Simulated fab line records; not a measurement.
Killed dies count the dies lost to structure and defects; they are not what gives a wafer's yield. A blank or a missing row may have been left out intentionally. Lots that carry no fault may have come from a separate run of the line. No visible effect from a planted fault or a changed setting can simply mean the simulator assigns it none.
8D (eight disciplines) problem report, filled in by code || flow rit_cmos || the parts of the form that need people (team, actions taken, sign-off) are left out

== 1. WHAT IS WRONG ==
beam_energy_keV at RIT_NLDD_IMPLANT_08 reads a mean of 19.514 on 6 wafers of 2 lots; wafers without a fault read 20.000 with a standard deviation of 0.0062. That is -78 standard deviations from the usual mean.
The first sign was on wafer L877.1 at day 7 23:16, on implanter-02. The record has a number at this step for 42 wafers belonging to 14 lots. Rule for "out" (also "out of limits"): further than 4 standard deviations from the usual mean. Any other wafer with a number is counted as sound.

== 2. WHAT IT IS, WHAT IT ISN'T ==
{"question": "which readings at this step", "is": "beam_energy_keV", "is not": "faraday_current_uA"}
{"question": "which lots", "is": "L877, L878", "is not": "L855, L858, L860, L861, L862, L863, L865, L866, L867, L868, L869, L871"}
{"question": "which wafers of those lots", "is": "all that have a number", "is not": "-"}
{"question": "read on which tools", "is": "implanter-02", "is not": "implanter-03, implanter-04"}
{"question": "when", "is": "from day 7 23:16", "is not": "up to then (36 sound wafers)"}

== 3. SUSPECTS, AND WHAT RULES EACH OUT ==
Counting: a tool at any process step up to the reading remains a suspect when it ran all the lots that are out and ran no sound lot after the first of those.
- plasma_asher-03 at RIT_PWELL_STRIP_09 (strips in O2, time 180 s): kept. Every lot that is out went through it, starting with L877 (day 6 12:50), and after that it ran no sound lot; the last sound lot it ran before then is L868 (day 4 18:38).
- implanter-02 at RIT_NLDD_IMPLANT_08: kept. Every lot that is out went through it, starting with L877 (day 7 23:16), and after that it ran no sound lot; the last sound lot it ran before then is L871 (day 6 05:01). Its own readings are out on those wafers: beam_energy_keV.
Left after counting: plasma_asher-03 at RIT_PWELL_STRIP_09, implanter-02 at RIT_NLDD_IMPLANT_08.

== 4. THE CAUSE (what the simulator had put in) ==
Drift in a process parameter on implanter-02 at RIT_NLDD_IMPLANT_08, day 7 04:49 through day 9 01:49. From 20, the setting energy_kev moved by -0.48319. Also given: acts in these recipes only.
Of the 2 suspects that counting leaves, this tool is one.

== 5. THE CHAIN OF EFFECTS, in route order ==
Each row: a reading where the mean over the struck wafers with a number is more than 3 standard deviations away from the usual. Only readings whose record carries a usual standard deviation are examined. hours: median over the lots of the time between each lot's start at the first step of this table that gives one and its start at this step. sigmas: the change, counted in usual standard deviations.
{"hours": 0, "step": "RIT_NLDD_IMPLANT_08", "reading": "beam_energy_keV", "usual": 20.000, "on struck wafers": 19.514, "change": -0.486, "sigmas": -78}
The process steps in it:
- RIT_NLDD_IMPLANT_08
At these later measuring or inspecting steps, every struck wafer for which the step has a row has a number for every such reading, and none has moved that far: RIT_PSD_OVL_MEAS_06.

== 6. WHAT WOULD HAVE CAUGHT IT SOONER ==
In this record the first reading out of limits was taken at day 7 23:16, 18 hours after the fault began at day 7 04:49.
